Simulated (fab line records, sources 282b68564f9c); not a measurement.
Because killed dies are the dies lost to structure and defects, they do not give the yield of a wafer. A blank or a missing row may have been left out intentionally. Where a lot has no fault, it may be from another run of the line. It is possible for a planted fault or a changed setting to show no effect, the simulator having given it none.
Check for tools in common | flow rit cmos | Sampled: 14 lots, 42 wafers

WHY THIS WAS OPENED
2 of 14 lots carry a flag on the reading NRETRO_TW at RIT_NRETRO_TW_MEAS_10. No-fault wafers: 1051, standard deviation 8.7.
Rule: flag the lot when none of its wafers has a number, or when each of its wafers that has one lies beyond 4 standard deviations from that mean. All remaining lots are regarded as sound.

lot  | measured    | on            | NRETRO_TW, wafer by wafer | flag
L475 | day 2 06:25 | film metro-03 | 1050 1056 1054            |
L476 | day 2 11:29 | film metro-03 | 1054 1055 1051            |
L477 | day 2 16:23 | film metro-01 | 1054 1058 1049            |
L478 | day 2 20:30 | film metro-04 | 1043 1045 1049            |
L479 | day 3 02:05 | film metro-01 | 1048 1050 1056            |
L480 | day 3 06:37 | film metro-04 | 1046 1037 1038            |
L482 | day 3 16:44 | film metro-04 | 1048 1050 1048            |
L483 | day 3 22:58 | film metro-01 | 1052 1055 1053            |
L484 | day 4 02:23 | film metro-01 | 1055 1055 1053            |
L485 | day 4 08:07 | film metro-03 | 1056 1057 1057            |
L488 | day 4 23:11 | film metro-01 | 1050 1051 1053            |
L491 | day 5 13:37 | film metro-04 | 1193 1186 1184            | FLAGGED
L494 | day 6 05:20 | film metro-04 | 1193 1187 1184            | FLAGGED
L498 | day 7 00:32 | film metro-01 | 1061 1061 1057            |
Average over the flagged lots: 1188; offset from the usual +137, equal to +16 standard deviations.

TOOL THAT RAN EACH LOT
The record holds 1 process step before the reading, out of a route of 202 steps. Each cell gives the tool, then ch followed by the chambers the sampled wafers passed through, then the start.
lot  | flag    | RIT_NRETRO_IMPLANT_08
L475 |         | implanter-04 ch 0, day 2 06:05
L476 |         | implanter-04 ch 0, day 2 11:09
L477 |         | implanter-04 ch 0, day 2 16:04
L478 |         | implanter-04 ch 0, day 2 20:10
L479 |         | implanter-01 ch 0, day 3 01:46
L480 |         | implanter-04 ch 0, day 3 06:18
L482 |         | implanter-02 ch 0, day 3 16:15
L483 |         | implanter-02 ch 0, day 3 22:39
L484 |         | implanter-01 ch 0, day 4 02:05
L485 |         | implanter-02 ch 0, day 4 07:47
L488 |         | implanter-04 ch 0, day 4 22:55
L491 | FLAGGED | implanter-02 ch 0, day 5 13:19
L494 | FLAGGED | implanter-02 ch 0, day 6 05:00
L498 |         | implanter-01 ch 0, day 7 00:14
What the steps here do:
- RIT_NRETRO_IMPLANT_08
- RIT_NRETRO_TW_MEAS_10

FLAGGED AGAINST TOTAL, ONE TOOL AT A TIME (gauges that did the reading follow at the end)
step                  | tool          | lots run | flagged | share of the flagged lots | sound lots run after its first flagged lot
RIT_NRETRO_IMPLANT_08 | implanter-01  | 3        | 0       | none                      | -
RIT_NRETRO_IMPLANT_08 | implanter-02  | 5        | 2       | all                       | 0
RIT_NRETRO_IMPLANT_08 | implanter-04  | 6        | 0       | none                      | -
RIT_NRETRO_TW_MEAS_10 | film metro-01 | 6        | 0       | none                      | -
RIT_NRETRO_TW_MEAS_10 | film metro-03 | 3        | 0       | none                      | -
RIT_NRETRO_TW_MEAS_10 | film metro-04 | 5        | 2       | all                       | 0

WHAT THE TABLE PERMITS
Rows of the table that ran all the flagged lots, 2 in number: implanter-02 at RIT_NRETRO_IMPLANT_08; film metro-04 at RIT_NRETRO_TW_MEAS_10.
- implanter-02 at RIT_NRETRO_IMPLANT_08: 2 of its 5 lots flagged. Last sound lot L485 at day 4 07:47, first flagged lot L491 at day 5 13:19; a fault beginning in between fits. Its own readings (dose ions cm2, faraday current uA) fall more than 4 standard deviations out on all wafers of the flagged lots.
- film metro-04 at RIT_NRETRO_TW_MEAS_10: 2 of its 5 lots flagged. Last sound lot L482 at day 3 16:44, first flagged lot L491 at day 5 13:37; a fault beginning in between fits.
A lot count leaves these 2 tools indistinguishable: every one of them fits a fault beginning at some hour. More lots, or a look at what each step does to the wafer, might.

WHAT HAD BEEN PUT IN BY THE SIMULATOR
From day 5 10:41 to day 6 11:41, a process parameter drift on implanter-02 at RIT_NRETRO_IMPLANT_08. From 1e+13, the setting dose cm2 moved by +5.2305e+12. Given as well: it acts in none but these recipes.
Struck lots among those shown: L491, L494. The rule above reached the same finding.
